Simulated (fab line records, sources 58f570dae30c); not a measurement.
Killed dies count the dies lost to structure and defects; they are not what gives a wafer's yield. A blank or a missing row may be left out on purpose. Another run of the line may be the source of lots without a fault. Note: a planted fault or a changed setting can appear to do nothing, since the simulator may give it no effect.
Split-lot study / flow berkeley_cmos170 / on a route of 331 steps: 5 lots, 23 wafers read

ABOUT THE SPLIT
At UCB170_M2_PEB_13, the setting peb_temp_c was moved away from the recipe's 130 C on 11 of the 23 wafers read, by +1.0% to +2.8%. For the rest of the wafers, this setting stayed at what the recipe calls for.

FROM THE SPLIT TO THE READING: what the file shows between them, 5 steps
- UCB170_M2_DEVELOP_14: develop time 45 s
- UCB170_M2_CD_MEAS_15: target cd 700 nm
- UCB170_M2_ETCH_17: etches BARC in N2/H2
- UCB170_M2_METAL_ETCH_18: etches Al in Cl2/BCl3, stops on SiO2, target depth 1170 nm, time 195 s (also split here: time_s)
- UCB170_M2_STRIP_19: strips in O2

THE READING
cd_nm at UCB170_M2_CD_MEAS_90, given in nm (cd target 700 nm). A value of 697 nm with a standard deviation of 3.6 nm is what fault-free wafers of this fab line usually give.

wafer=L077.2; tool, chamber at the split=litho_track-02, 0; peb_temp_c as run, C=133.6; against the recipe=+2.8%; cd_nm, nm=678; against lot-mates on the recipe=-21
wafer=L077.3; tool, chamber at the split=litho_track-02, 0; peb_temp_c as run, C=130; against the recipe=recipe; cd_nm, nm=699; against lot-mates on the recipe=-
wafer=L077.4; tool, chamber at the split=litho_track-02, 0; peb_temp_c as run, C=130; against the recipe=recipe; cd_nm, nm=699; against lot-mates on the recipe=-
wafer=L077.5; tool, chamber at the split=litho_track-02, 0; peb_temp_c as run, C=133.6; against the recipe=+2.8%; cd_nm, nm=681; against lot-mates on the recipe=-18
wafer=L077.6; tool, chamber at the split=litho_track-02, 0; peb_temp_c as run, C=133.6; against the recipe=+2.8%; cd_nm, nm=677; against lot-mates on the recipe=-22
wafer=L079.1; tool, chamber at the split=litho_track-03, 0; peb_temp_c as run, C=131.3; against the recipe=+1.0%; cd_nm, nm=691; against lot-mates on the recipe=-8
wafer=L079.2; tool, chamber at the split=litho_track-03, 0; peb_temp_c as run, C=130; against the recipe=recipe; cd_nm, nm=700; against lot-mates on the recipe=-
wafer=L079.3; tool, chamber at the split=litho_track-03, 0; peb_temp_c as run, C=131.3; against the recipe=+1.0%; cd_nm, nm=695; against lot-mates on the recipe=-4
wafer=L079.5; tool, chamber at the split=litho_track-03, 0; peb_temp_c as run, C=130; against the recipe=recipe; cd_nm, nm=697; against lot-mates on the recipe=-
wafer=L079.6; tool, chamber at the split=litho_track-03, 0; peb_temp_c as run, C=131.3; against the recipe=+1.0%; cd_nm, nm=690; against lot-mates on the recipe=-8
wafer=L080.1; tool, chamber at the split=litho_track-04, 0; peb_temp_c as run, C=130; against the recipe=recipe; cd_nm, nm=698; against lot-mates on the recipe=-
wafer=L080.5; tool, chamber at the split=litho_track-04, 0; peb_temp_c as run, C=130; against the recipe=recipe; cd_nm, nm=699; against lot-mates on the recipe=-
wafer=L080.6; tool, chamber at the split=litho_track-04, 0; peb_temp_c as run, C=130; against the recipe=recipe; cd_nm, nm=699; against lot-mates on the recipe=-
wafer=L085.1; tool, chamber at the split=litho_track-02, 0; peb_temp_c as run, C=130; against the recipe=recipe; cd_nm, nm=694; against lot-mates on the recipe=-
wafer=L085.2; tool, chamber at the split=litho_track-02, 0; peb_temp_c as run, C=131.3; against the recipe=+1.0%; cd_nm, nm=687; against lot-mates on the recipe=-7
wafer=L085.4; tool, chamber at the split=litho_track-02, 0; peb_temp_c as run, C=130; against the recipe=recipe; cd_nm, nm=693; against lot-mates on the recipe=-
wafer=L085.5; tool, chamber at the split=litho_track-02, 0; peb_temp_c as run, C=130; against the recipe=recipe; cd_nm, nm=695; against lot-mates on the recipe=-
wafer=L085.6; tool, chamber at the split=litho_track-02, 0; peb_temp_c as run, C=131.3; against the recipe=+1.0%; cd_nm, nm=683; against lot-mates on the recipe=-11
wafer=L083.1; tool, chamber at the split=litho_track-02, 0; peb_temp_c as run, C=130; against the recipe=recipe; cd_nm, nm=701; against lot-mates on the recipe=-
wafer=L083.2; tool, chamber at the split=litho_track-02, 0; peb_temp_c as run, C=133.4; against the recipe=+2.6%; cd_nm, nm=675; against lot-mates on the recipe=-25
wafer=L083.4; tool, chamber at the split=litho_track-02, 0; peb_temp_c as run, C=133.4; against the recipe=+2.6%; cd_nm, nm=678; against lot-mates on the recipe=-22
wafer=L083.5; tool, chamber at the split=litho_track-02, 0; peb_temp_c as run, C=133.4; against the recipe=+2.6%; cd_nm, nm=676; against lot-mates on the recipe=-24
wafer=L083.6; tool, chamber at the split=litho_track-02, 0; peb_temp_c as run, C=130; against the recipe=recipe; cd_nm, nm=699; against lot-mates on the recipe=-

THE FIT
A straight line over all 23 wafers: cd_nm changes by -7.51 nm for each +1% of peb_temp_c; r = -0.95; the points scatter about the line by 3 nm.
The same after taking each lot's own level away (the mean of its wafers on the recipe; 23 wafers): -8.13 nm for each +1%; r = -0.98; scatter 2 nm.
The reading moves by 23 nm for the largest change in peb_temp_c, on that fit.
Measured against the standard deviation above, the lots' own levels, which go from 694.0 to 700.0 nm, span 1.7 times it.
The two slopes are in agreement: the lot-to-lot level therefore moves the slope only a little.
Check: for one of the wafers moved furthest among these (+2.8%), held out of the fit, the line's prediction against its lot-mates is -22.7 nm. Against them it came out at -21 nm.

ADDITIONAL SPLITS CARRIED BY THESE WAFERS
Note: prior to the reading, these wafers also went through further splits. Each is held against what the fit with the lots' levels taken away leaves over:
other split on the same wafers=UCB170_M2_METAL_ETCH_18 time_s; wafers away from the commonest value=9; r with cd_nm (lot level and that fit taken away)=-0.34

THE WHOLE CHAIN: every reading that the file lists as answering this split, in the file's order
step=UCB170_M2_CD_MEAS_15; what it does=target cd 700 nm; reading=cd_nm; change (the file's fit)=-7.73 nm for each +1% of the setting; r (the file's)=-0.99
step=UCB170_M2_ETCH_17; what it does=etches BARC in N2/H2; reading=M2.cd_nm (the simulator's own value, which no gauge read); change (the file's fit)=-8.01 nm for each +1% of the setting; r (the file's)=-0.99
step=UCB170_M2_METAL_ETCH_18; what it does=etches Al in Cl2/BCl3, stops on SiO2, target depth 1170 nm, time 195 s; reading=M2.cd_nm (the simulator's own value, which no gauge read); change (the file's fit)=-8.29 nm for each +1% of the setting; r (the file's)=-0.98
step=UCB170_M2_CD_MEAS_90; what it does=target cd 700 nm; reading=cd_nm; change (the file's fit)=-8.25 nm for each +1% of the setting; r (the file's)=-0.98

THE FILE'S OWN FIT
cd_nm changes by -8.25 nm for each +1% of peb_temp_c, r = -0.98.
